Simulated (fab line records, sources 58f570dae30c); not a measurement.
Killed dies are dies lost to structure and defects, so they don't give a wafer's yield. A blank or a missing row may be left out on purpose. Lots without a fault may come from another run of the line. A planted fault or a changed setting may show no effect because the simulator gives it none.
fab line records | flow berkeley_cmos170
record lots=7 wafers=21 last_day=11
route steps=331 shown PWELL@38
lots that met no fault: from a run of the same line without faults
start_h: hours from the record's first day to the start of the lot's first wafer shown | wait_h: hours since the lot's step before | " the same as in the row above | L1.1+2: a row that stands for several wafers | - no value, or no start given | * or withheld: withheld | < > ~ a bound
route shown NAME@n: a module of which the file shows steps, and the number in the route of the first | usual: mean/standard deviation of fault-free wafers | same: alike in all rows | chamber/n: place in a boat | sites: the reading at each site | _std_site: their standard deviation | _edge_site: outer sites' mean less inner sites' | radius_mm: how far each site lies from the wafer's centre | mask NAME#n: copy n | behind: the tool/chamber that last shaped the wafer | hold: why the lot was held/for how many hours/how that ended | device: the transistor (n, p or np) that didn't switch | end of line: the same wafers' tests at the end of the route | a step without rows: its recipe alone | killed: dies lost to structure and defects at the first sort, not the wafer's yield | map: a wafer's dies, x killed, . not, _ none there
set.NAME: the setting as run; set.NAME@STEP: as run at that earlier step | model.NAME: the simulator's own value behind a step, which no gauge read
lots at some steps of the route; a table a step, a row a wafer
services: from which hour (start_h, from the record's first day; less than 0 if before it) a tool's chamber was out of use, for how many hours, and why
## steps
# step UCB170_PWELL_ANNEAL_04
# recipe temp_c=1000 time_s=900 ambient=N2
# step UCB170_PWELL_CVD_05
# recipe material=Si3N4 target_thk_nm=220 temp_c=800 precursor=SiH2Cl2/NH3 time_s=3300 pressure_mtorr=200 sih2cl2_flow_sccm=25 nh3_flow_sccm=75
# step UCB170_PWELL_THK_MEAS_06
# recipe reads=Si3N4_of_PWELL_CVD_05
# usual PWELL_NITRIDE_THK=219.2/2.3
# columns lot.wafer tool chamber start_h wait_h PWELL_NITRIDE_THK[nm]
L855.2 film_metro-04 - 75.00 0.0 220.7
L855.3 " - " " 220.0
L855.5 " - " " 220.6
L862.2 film_metro-01 - 109.58 0.0 226.9
L862.3 " - " " 225.4
L862.4 " - " " 225.0
L865.3 film_metro-04 - 120.53 0.0 217.5
L865.4 " - " " 218.6
L865.5 " - " " 218.0
L866.1 film_metro-04 - 130.27 0.0 221.2
L866.2 " - " " 218.5
L866.5 " - " " 220.5
L867.2 film_metro-04 - 136.83 0.0 223.7
L867.4 " - " " 222.3
L867.6 " - " " 222.6
L869.1 film_metro-01 - 140.51 0.0 217.2
L869.4 " - " " 218.1
L869.6 " - " " 217.2
L870.1 film_metro-04 - 144.51 0.0 219.4
L870.2 " - " " 219.1
L870.6 " - " " 219.2
# step UCB170_PWELL_HMDS_07
# recipe prime_time_s=60 prime_temp_c=100
# step UCB170_PWELL_COAT_08
# recipe resist=KrF spin_rpm=1500 resist_thk_nm=900
# step UCB170_PWELL_SOFTBAKE_09
# recipe resist=KrF temp_c=130 time_s=60
# step UCB170_PWELL_EXPOSE_10
# recipe mask_id=PWELL target_cd_nm=3000 na=0.5 sigma_outer=0.6 source_shape=conventional dose_mj=19
# step UCB170_PWELL_PEB_11
# recipe peb_temp_c=130 peb_time_s=withheld resist=KrF
# step UCB170_PWELL_DEVELOP_12
# recipe developer=TMAH develop_time_s=45 resist=KrF dev_temp_c=21
# step UCB170_PWELL_OVL_MEAS_13
# usual PWELL_OVL=-1/4.5
# columns lot.wafer tool chamber start_h wait_h PWELL_OVL[nm]
L855.2 overlay-02 - 76.28 - 2
L855.3 " - " " 2
L855.5 " - " " -3
L862.2 overlay-02 - 111.69 - 0
L862.3 " - " " 1
L862.4 " - " " 0
L865.3 overlay-02 - 122.15 - -3
L865.4 " - " " 0
L865.5 " - " " -4
L866.1 overlay-01 - 131.49 - 0
L866.2 " - " " 4
L866.5 " - " " 1
L867.2 overlay-01 - 138.73 - -2
L867.4 " - " " -9
L867.6 " - " " -3
L869.1 overlay-02 - 142.02 - 0
L869.4 " - " " -2
L869.6 " - " " 1
L870.1 overlay-02 - 145.53 - -9
L870.2 " - " " -6
L870.6 " - " " -12
# step UCB170_PWELL_ETCH_14
# recipe chemistry=CH3F/Ar/O2 target=Si3N4 stop_on=SiO2 CH3F_flow_sccm=20 Ar_flow_sccm=50 O2_flow_sccm=7 pressure_mtorr=50 rf_w=450 target_depth_a=2420 over_etch_frac=0.1 time_s=151
# usual drypump_motor_current_A=5.7/0.51 mfc_ar_sccm=49.99/0.16 oes_product_au=0.940/0.014 throttle_valve_pct=8.09/0.14
# columns lot.wafer tool chamber start_h wait_h drypump_motor_current_A mfc_ar_sccm oes_product_au rf_hours_counter_h throttle_valve_pct
L855.2 rie_diel-02 0 76.31 0.0 5.2 49.61 0.949 13 7.97
L855.3 " 2 " " 5.3 49.67 0.954 54 8.24
L855.5 " 1 " " 5.1 49.76 0.973 - 8.20
L862.2 rie_diel-03 3 111.72 0.0 5.3 50.04 0.955 147 8.08
L862.3 " 1 " " 6.4 49.94 0.970 47 8.09
L862.4 " 0 " " 5.6 50.06 0.951 136 8.29
L865.3 rie_diel-03 3 122.18 0.0 5.3 50.14 0.942 148 8.07
L865.4 " 0 " " 5.6 49.95 0.932 136 8.29
L865.5 " 2 " " 5.7 50.39 0.956 - 8.15
L866.1 rie_diel-03 1 131.53 0.0 6.3 50.02 0.952 48 8.09
L866.2 " 3 " " 5.3 50.13 0.929 148 8.07
L866.5 " 1 " " 6.4 49.75 0.953 - 8.08
L867.2 rie_diel-03 1 138.76 0.0 6.3 50.11 0.968 48 8.10
L867.4 " 3 " " 5.3 49.90 0.942 149 8.07
L867.6 " 0 " " 5.6 50.06 0.939 - 8.28
L869.1 rie_diel-03 1 142.05 0.0 6.3 49.89 0.944 49 8.09
L869.4 " 0 " " 5.6 50.03 0.927 138 8.28
L869.6 " 0 " " 5.6 49.92 0.920 - 8.27
L870.1 rie_diel-02 3 145.57 0.0 6.6 50.27 0.929 38 7.99
L870.2 " 0 " " 5.2 50.19 0.946 17 7.96
L870.6 " 0 " " 5.2 50.13 0.943 - 7.96
# step UCB170_PWELL_IMPLANT_15
# recipe species=B dose_cm2=5e+12 energy_kev=60 tilt_deg=7
# step UCB170_PWELL_STRIP_16
# recipe chemistry=O2 power_w=400 pressure_mtorr=3500 platen_temp_c=withheld o2_flow_sccm=400 overash_fraction=0.5
# usual chamber_pressure_mTorr=3500/3.3 drypump_motor_current_A=5.6/0.51 oes_product_au=0.720/0.0047 strip_time_to_endpoint_s=18.05/0.09
# columns lot.wafer tool chamber start_h wait_h chamber_pressure_mTorr drypump_motor_current_A oes_product_au rf_hours_counter_h strip_time_to_endpoint_s model.KrF_of_PWELL_COAT_08.thk_nm
L855.2 plasma_asher-02 1 76.56 0.1 3496 6.0 0.731 33 18.04 0
L855.3 " 1 " " 3500 6.0 0.713 - 18.10 0
L855.5 " 1 " " 3492 6.0 0.712 - 18.03 0
L862.2 plasma_asher-02 0 111.97 0.1 3506 4.8 0.731 38 18.04 0
L862.3 " 0 " " 3505 4.8 0.716 - 18.00 0
L862.4 " 1 " " 3503 6.0 0.716 - 18.10 0
L865.3 plasma_asher-02 0 122.46 0.1 - - - - - 725.7
L865.4 " 1 " " - - - - - 726.7
L865.5 " 1 " " - - - - - 725.2
L866.1 plasma_asher-04 1 131.78 0.1 - - - - - 722
L866.2 " 0 " " - - - - - 729.5
L866.5 " 1 " " - - - - - 724.3
L867.2 plasma_asher-02 0 139.01 0.1 - - - - - 714.8
L867.4 " 0 " " - - - - - 720.8
L867.6 " 0 " " - - - - - 721.5
L869.1 plasma_asher-04 0 142.30 0.1 3499 5.6 0.726 39 18.06 0
L869.4 " 0 " " 3502 5.6 0.720 - 18.09 0
L869.6 " 0 " " 3498 5.6 0.723 - 18.13 0
L870.1 plasma_asher-02 0 145.82 0.1 3501 4.8 0.718 42 17.87 0
L870.2 " 1 " " 3497 6.0 0.716 42 18.07 0
L870.6 " 0 " " 3502 4.8 0.714 - 18.06 0
# step UCB170_PWELL_TW_MEAS_17
# usual PWELL_TW=382.2/2.4
# columns lot.wafer tool chamber start_h wait_h PWELL_TW
L855.2 film_metro-01 - 76.67 0.1 378.7
L855.3 " - " " 378.9
L855.5 " - " " 378.2
L862.2 film_metro-04 - 112.08 0.1 387.0
L862.3 " - " " 383.4
L862.4 " - " " 385.5
L865.3 film_metro-01 - 122.55 0.1 378.2
L865.4 " - " " 379.5
L865.5 " - " " 379.0
L866.1 film_metro-03 - 131.88 0.1 380.6
L866.2 " - " " 380.5
L866.5 " - " " 381.4
L867.2 film_metro-01 - 139.12 0.1 381.4
L867.4 " - " " 381.9
L867.6 " - " " 379.1
L869.1 film_metro-01 - 142.40 0.1 381.6
L869.4 " - " " 380.6
L869.6 " - " " 379.3
L870.1 film_metro-04 - 145.92 0.1 383.8
L870.2 " - " " 383.7
L870.6 " - " " 381.4
## services
# columns tool chamber start_h hours kind
rie_diel-03 - 59.38 0.6 repair
plasma_asher-04 - 83.46 1.4 repair
rie_diel-02 1 100.19 5.9 repair
rie_diel-02 1 106.06 - clean
rie_diel-02 1 106.06 32.2 scheduled_down
rie_diel-02 1 106.06 32.2 vent_cycle
rie_diel-03 - 118.40 2.8 pm
rie_diel-02 2 136.22 121.8 repair
## key
first_sign step=UCB170_PWELL_STRIP_16 reading=tool_record direction=missing
effect none on later readings
model_effect step=UCB170_PWELL_STRIP_16 value=KrF_of_PWELL_COAT_08.thk_nm without=0 struck=723.4
met_at UCB170_PWELL_STRIP_16
struck_wafers L865.3,L865.4,L865.5,L866.1,L866.2,L866.5,L867.2,L867.4,L867.6
later_rows_left_out L865.3,L865.4,L865.5,L866.1,L866.2,L866.5,L867.2,L867.4,L867.6
sort_left_out L865.3,L865.4,L865.5,L866.1,L866.2,L866.5,L867.2,L867.4,L867.6
tester_left_out L865,L866,L867
onset_between 111.97 122.46
fault kind=skipped_step_whole tool=plasma_asher-02,plasma_asher-04 chamber=- onset_h=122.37 steps=UCB170_PWELL_STRIP_16 scope=struck_lots_only
# tester_left_out: of these lots the tester's yield and bins aren't shown, on N5 and GAA mostly nor the transistor test; their killed dies are dies lost to structure and defects alone, not to doping, threshold or leakage, so they don't give the yield
# sort_left_out: the simulated sort isn't trusted on such a fault, so these wafers' sort isn't shown, and their yield isn't known
# later_rows_left_out: the simulator's readings of these wafers behind a module that went badly wrong aren't trusted and aren't shown, but for the sort
